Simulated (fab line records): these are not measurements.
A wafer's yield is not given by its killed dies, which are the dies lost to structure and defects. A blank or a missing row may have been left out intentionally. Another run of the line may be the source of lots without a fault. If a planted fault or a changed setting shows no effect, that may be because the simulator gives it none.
Code-filled problem report in 8D (eight disciplines) form || flow rit_cmos || the parts of the form that need people (team, actions taken, sign-off) are left out

== 1. WHAT WENT WRONG ==
Across 6 wafers from 2 lots, PRETRO_TW at RIT_PRETRO_TW_MEAS_10 averages 416, while fault-free wafers read 475 with a standard deviation of 5.4. Measured from the usual mean, that is -11 standard deviations.
First observed at day 3 05:56: wafer L276.1, on film_metro-04. The record has a number at this step for 42 wafers belonging to 14 lots. Rule for "out", or "out of limits": more than 4 standard deviations from the usual mean. The rest of the wafers with a number are treated as sound.

== 2. WHAT IT IS; WHAT IT IS NOT ==
{"question": "which readings at this step", "is": "PRETRO_TW", "is not": "-"}
{"question": "which lots", "is": "L276, L278", "is not": "L273, L274, L280, L281, L282, L286, L287, L290, L293, L294, L295, L296"}
{"question": "which wafers of those lots", "is": "all that have a number", "is not": "-"}
{"question": "read on which gauges", "is": "film_metro-02, film_metro-04", "is not": "film_metro-03"}
{"question": "when", "is": "from day 3 05:56", "is not": "up to then (6 sound wafers); but 30 sound wafers of L280, L281, L282, L286, L287, L290, L293, L294, L295, L296 came after"}

== 3. THE SUSPECTS, EACH WITH WHAT RULES IT OUT ==
Counting: a tool at any process step up to the reading remains a suspect when it ran all the lots that are out and ran no sound lot after the first of those.
- the gauge at RIT_PRETRO_TW_MEAS_10 has been ruled out. 2 gauges (film_metro-02, film_metro-04) read the wafers that are out.
- implanter-02 at RIT_PRETRO_IMPLANT_08: ruled out as a lasting fault. The sound lots L295 went through it after L276, its earliest lot that is out (day 3 05:36).
Left after counting: nothing in the record.

== 4. THE CAUSE (what the simulator had put in) ==
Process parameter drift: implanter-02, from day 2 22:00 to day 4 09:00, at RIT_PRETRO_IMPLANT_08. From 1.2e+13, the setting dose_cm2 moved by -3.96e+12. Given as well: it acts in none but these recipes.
It was ruled out by counting, in error; the rule expects a fault to strike all lots run on its tool from its start on, and this fault did not.

== 5. THE EFFECT CHAIN, in route order ==
Rows list readings where the struck wafers' mean (over those with a number) sits beyond 3 standard deviations from the usual. Only readings whose record carries a usual standard deviation are examined. hours: median over the lots of the time between each lot's start at the first step of this table that gives one and its start at this step. sigmas: the change, counted in usual standard deviations.
{"hours": 0, "step": "RIT_PRETRO_IMPLANT_08", "reading": "dose_ions_cm2", "usual": 1.2003e+13, "on struck wafers": 8.0518e+12, "change": -3.9512e+12, "sigmas": "-99 or more"}
{"hours": 0, "step": "RIT_PRETRO_IMPLANT_08", "reading": "faraday_current_uA", "usual": 38.1, "on struck wafers": 25.1, "change": -13.1, "sigmas": -16}
{"hours": 0, "step": "RIT_PRETRO_TW_MEAS_10", "reading": "PRETRO_TW", "usual": 475, "on struck wafers": 416, "change": -59, "sigmas": -11}
Here are the process steps it includes:
- RIT_PRETRO_IMPLANT_08
Later steps that measure or inspect, where all struck wafers having a row at the step show a number for every such reading and not one has moved that far: RIT_NLDD_OVL_MEAS_06.

== 6. HOW IT WOULD HAVE BEEN CAUGHT EARLIER ==
In this record the first reading out of limits at a measuring or inspecting step was taken at day 3 05:56, 8 hours after the fault began at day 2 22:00.
At RIT_PRETRO_IMPLANT_08, the tool's own readings (dose_ions_cm2, faraday_current_uA) were out on each struck wafer the step has a row for, so an alarm limit on them would have fired on the first such wafer.
